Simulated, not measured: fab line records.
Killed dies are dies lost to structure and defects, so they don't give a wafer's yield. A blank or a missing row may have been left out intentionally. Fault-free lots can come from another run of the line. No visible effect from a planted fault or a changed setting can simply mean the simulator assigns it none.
Comparing a struck lot with a sound one + flow berkeley-cmos170 + 16 steps out of a route of 331
Sound: the wafers L607.1, L607.3, L607.5. Struck: wafers L616.1, L616.4, L616.5. The cause is named last.
At each step with rows: each side's tool, then ch and its chambers, then its first start. Under that, the readings that differ: sound wafers + struck wafers + difference of the means + sigmas: that difference in standard deviations of wafers without a fault.
alike: words and numbers the same on both sides, and readings whose means are apart by under 2 such deviations; not compared: readings that were withheld, readings missing a value for some wafer, numbers with overlapping values and no deviation given by the record, and bounds like >300 which may hide the same value.
Wherever a step has rows on one side only, a row that says differs or no value, or a row with sigmas, the two part there. Numbers that have no deviation but don't overlap get no sigmas and don't part them. A reading missing from all wafers of one side parts the sides only when that side holds two or more wafers.

UCB170_M1_SPUTTER_00: material Al, target thk 600 nm, time 80 s.
  sound on pvd-sputter-01 at day 10 12:54; struck on pvd-sputter-03 at day 13 13:55
  alike: chamber-pressure-pa, throttle-valve-pct
UCB170_M1_RS_MEAS_01: the measuring method here is four-point-probe.
  sound on film-metro-01 at day 10 12:58; struck on film-metro-04 at day 13 13:58
  alike: M1_AL_RS
UCB170_M1_THK_MEAS_02: measures by xrf.
  sound on film-metro-01 at day 10 13:05; struck on film-metro-04 at day 13 14:05
  alike: M1_AL_THK
then, 6 steps without rows for these wafers: UCB170_M1_COAT_03; UCB170_M1_COAT_04 (resist thk 900 nm); UCB170_M1_SOFTBAKE_05 (time 60 s); UCB170_M1_EXPOSE_06 (exposes mask METAL1, target cd 700 nm); UCB170_M1_PEB_07; UCB170_M1_DEVELOP_08 (develop time 45 s).
UCB170_M1_CD_MEAS_09 targets a cd of 700 nm.
  sound on cd-sem-02 at day 10 14:08; struck on cd-sem-02 at day 13 15:14
  alike: cd-nm
UCB170_M1_OVL_MEAS_10:
  sound on overlay-01 at day 10 14:16; struck on overlay-02 at day 13 15:22
  alike: M1_OVL
UCB170_M1_ETCH_11: etches BARC in N2/H2.
  sound on rie-diel-02 ch 1,2,3, day 10 14:17; struck on rie-diel-04 ch 0,1,3, day 13 15:24
  alike: drypump-motor-current-A, oes-product-au, throttle-valve-pct
UCB170_M1_METAL_ETCH_12: etches Al in Cl2/BCl3, stops on PSG, target depth 780 nm, time 130 s.
  sound on rie-metal-02 ch 0,1, day 10 14:20; struck on rie-metal-02 ch 0, day 13 15:26
| reading                                 | sound             | struck            | difference | sigmas |
|-----------------------------------------|-------------------|-------------------|------------|--------|
| oes-product-au (a.u.)                   | 0.834 0.843 0.827 | 0.728 0.736 0.734 | -0.102     | -7     |
| over-etch-frac                          | 0.3 0.3 0.3       | 0.75 0.75 0.75    | +0.45      |        |
| model.KrF_of_M1_COAT_04.thk-nm (nm)     | 437.1 441.9 439.1 | 285.4 280.8 287.1 | -154.9     |        |
| model.PSG_of_CONTACT_CVD_01.thk-nm (nm) | 663.4 657.6 667.8 | 640.4 650.2 642.1 | -18.7      |        |
| model.M1.feature-depth-nm (nm)          | 638.3 635.9 635.7 | 650.3 653.6 655.1 | +16.4      |        |
  alike: drypump-motor-current-A, throttle-valve-pct
  not compared: rf-hours-counter-h
UCB170_M1_STRIP_13: strips in O2.
  sound on plasma-asher-02 ch 0,1, day 10 14:28; struck on plasma-asher-02 ch 0,1, day 13 15:43
| reading               | sound             | struck            | difference | sigmas |
|-----------------------|-------------------|-------------------|------------|--------|
| oes-product-au (a.u.) | 0.713 0.715 0.718 | 0.621 0.619 0.618 | -0.096     | -21    |
  alike: drypump-motor-current-A
  not compared: rf-hours-counter-h
UCB170_M1_CD_MEAS_90 targets a cd of 700 nm.
  sound on cd-sem-02 at day 10 14:34; struck on cd-sem-01 at day 13 16:18
| reading    | sound             | struck            | difference | sigmas |
|------------|-------------------|-------------------|------------|--------|
| cd-nm (nm) | 698.2 701.8 699.4 | 692.9 690.8 687.8 | -9.3       | -4     |
  not compared: hold
UCB170_M3_PROBE_99:
  the record has rows for the struck wafers here (prober-01, day 14 12:17) and none for the sound ones

== WHERE THEY PART ==
At UCB170_M1_METAL_ETCH_12 first; at UCB170_M3_PROBE_99 last (within this record only).

WHY: the cause the simulator had injected
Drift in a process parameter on rie-metal-02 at UCB170_M1_METAL_ETCH_12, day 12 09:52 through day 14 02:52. Setting over-etch-frac, moved by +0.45, from 0.3. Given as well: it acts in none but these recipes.
